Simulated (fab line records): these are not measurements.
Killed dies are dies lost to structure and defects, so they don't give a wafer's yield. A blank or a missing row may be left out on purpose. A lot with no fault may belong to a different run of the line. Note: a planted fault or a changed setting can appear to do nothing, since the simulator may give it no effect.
Which tool is to blame?	flow berkeley-cmos170	21 wafers sampled from 7 lots at 1 step of a route of 331

WHAT THE GAUGES READ, wafer by wafer
UCB170_START_THK_MEAS_03.
lot	measured	on	START_OXIDE_THK (nm)
L756	day 2 05:10	film-metro-01	19.8 20.0 20.1
L760	day 3 01:42	film-metro-01	19.8 19.9 19.9
L762	day 3 11:16	film-metro-01	20.2 20.5 20.6
L765	day 4 03:51	film-metro-01	19.2 19.5 19.6
L767	day 4 13:19	film-metro-03	19.1 19.0 18.9
L769	day 4 23:38	film-metro-03	19.8 19.9 19.7
L776	day 6 11:01	film-metro-02	19.8 19.8 19.9

TOOL THAT RAN EACH LOT (tool first, then ch and the chambers of the sampled wafers, then the start)
There is no process step in the record ahead of these readings.

THE ANSWER, worked out from the rows above alone
Rule: the lots themselves supply what counts as usual. Put in order of their means at a reading, lots are off if they are a third of the lots or fewer, leave a main group of 4 or more, and stand apart from it by a gap of 3 or more times the standard deviation of the main group's means; of several such gaps the widest counts. The tables above print the reading to a certain number of digits; a main group whose means all agree to those digits is not used. A lot without any number at a reading at which 4 lots or more have one is off too. All remaining lots with rows at the step are treated as sound.
No lot is off at any reading shown: from this, nothing can be told.

WHAT HAD BEEN PUT IN BY THE SIMULATOR
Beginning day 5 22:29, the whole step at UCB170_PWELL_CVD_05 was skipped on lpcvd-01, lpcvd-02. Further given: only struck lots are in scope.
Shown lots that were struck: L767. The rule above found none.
